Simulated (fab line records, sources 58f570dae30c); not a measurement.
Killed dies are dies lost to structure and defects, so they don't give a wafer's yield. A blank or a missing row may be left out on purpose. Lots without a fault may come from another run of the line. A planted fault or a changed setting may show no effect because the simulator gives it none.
Which tool did it? | flow berkeley_cmos170 | 15 lots, 45 wafers sampled, at 3 steps of a route of 331

WHAT THE GAUGES READ, wafer by wafer
UCB170_GATE_OVL_MEAS_13. Usual: GATE_OVL -2 nm, standard deviation 4.5.
lot  | measured     | on         | GATE_OVL (nm) | flag
L802 | day 7 05:27  | overlay-01 | -4 -4 -4      |
L806 | day 7 19:04  | overlay-01 | -9 -8 -7      |
L803 | day 7 19:25  | overlay-01 | -2 4 4        |
L809 | day 8 20:03  | overlay-01 | 5 2 -2        |
L810 | day 8 20:28  | overlay-02 | 2 2 -1        |
L808 | day 8 20:35  | overlay-02 | -7 -6 -6      |
L807 | day 8 20:46  | overlay-02 | 2 1 1         |
L812 | day 8 21:02  | overlay-01 | 3 5 5         |
L814 | day 9 20:15  | overlay-01 | -4 -1 -5      |
L815 | day 10 04:11 | overlay-02 | -7 -3 -12     |
L818 | day 10 10:37 | overlay-02 | 6 10 2        |
L817 | day 10 10:44 | overlay-01 | 3 1 1         |
L816 | day 10 10:58 | overlay-01 | -1 3 2        |
L820 | day 10 19:51 | overlay-02 | -9 -4 0       |
L819 | day 10 20:06 | overlay-02 | -1 0 2        |

UCB170_PLDD_CD_MEAS_06: target cd 1200 nm. Usual: cd_nm 1200.3 nm, standard deviation 1.5.
lot  | measured     | on        | cd_nm (nm)           | flag
L802 | day 7 06:59  | cd_sem-02 | 1199.1 1199.8 1198.1 |
L806 | day 7 22:29  | cd_sem-02 | 1201.4 1202.7 1200.0 |
L803 | day 7 22:42  | cd_sem-02 | 1201.6 1199.7 1199.4 |
L809 | day 8 23:54  | cd_sem-01 | 1201.2 1202.4 1201.6 |
L810 | day 8 23:59  | cd_sem-02 | 1202.7 1201.4 1201.8 |
L808 | day 9 00:01  | cd_sem-01 | 1199.9 1200.3 1201.1 |
L807 | day 9 00:14  | cd_sem-02 | 1199.9 1200.4 1201.2 |
L812 | day 9 00:26  | cd_sem-01 | 1203.0 1202.7 1204.5 |
L814 | day 9 22:08  | cd_sem-01 | 1200.3 1200.1 1200.7 |
L815 | day 10 05:34 | cd_sem-02 | 1200.9 1200.7 1200.5 |
L818 | day 10 12:34 | cd_sem-01 | 1198.9 1198.5 1199.3 |
L817 | day 10 12:40 | cd_sem-02 | 1202.0 1202.5 1201.5 |
L816 | day 10 12:46 | cd_sem-02 | 1202.0 1202.0 1202.0 |
L820 | day 10 21:13 | cd_sem-02 | 1199.0 1198.4 1197.7 |
L819 | day 10 21:36 | cd_sem-02 | 1198.5 1199.3 1198.9 |

UCB170_M2_OVL_MEAS_16. Usual: M2_OVL 2 nm, standard deviation 4.8.
lot  | measured     | on         | M2_OVL (nm) | flag
L802 | day 8 14:59  | overlay-01 | 2 2 6       |
L806 | day 9 04:38  | overlay-02 | 3 -1 -2     |
L803 | day 9 05:18  | overlay-01 | -11 -7 -5   |
L809 | day 10 02:17 | overlay-01 | 3 -5 4      |
L810 | day 10 05:11 | overlay-02 | -4 -2 0     |
L808 | day 10 04:05 | overlay-01 | 0 -3 7      |
L807 | day 10 07:01 | overlay-02 | -4 -2 -5    |
L812 | day 10 08:08 | overlay-01 | 2 7 -3      |
L814 | day 11 05:31 | overlay-01 | -3 -3 5     |
L815 | day 11 10:12 | overlay-01 | -1 0 -7     |
L818 | day 11 16:58 | overlay-02 | 6 5 -1      |
L817 | day 11 20:11 | overlay-02 | 2 3 5       |
L816 | day 11 19:59 | overlay-01 | 6 3 3       |
L820 | day 12 03:06 | overlay-02 | 4 6 8       |
L819 | day 12 04:32 | overlay-02 | 11 7 12     |

WHICH TOOL RAN EACH LOT (tool, then ch and the chambers of the sampled wafers, then the start)
The record holds no process step before these readings.

WHAT THE TOOLS THEMSELVES READ (means of the sampled wafers that have a number; where no wafer has one, the mark that the record gives instead)
The record holds no such reading with a usual standard deviation.

THE ANSWER, worked out from the rows above alone
Rule: a lot is off if the mean of its wafers that have a number lies more than 3 standard deviations from the usual mean. A lot without any number at a reading at which 4 lots or more have one is off too. The other lots that the step has rows for count as sound. The gauges are gone through in route order, then the tools' own readings, and for those a lot's mean is taken as printed above. The first step at which some lot is off is used, and at that step the reading that is off furthest; a lot without a number counts as furthest.
No lot is off at any reading shown: from this, nothing can be told.

WHAT THE SIMULATOR HAD PUT IN
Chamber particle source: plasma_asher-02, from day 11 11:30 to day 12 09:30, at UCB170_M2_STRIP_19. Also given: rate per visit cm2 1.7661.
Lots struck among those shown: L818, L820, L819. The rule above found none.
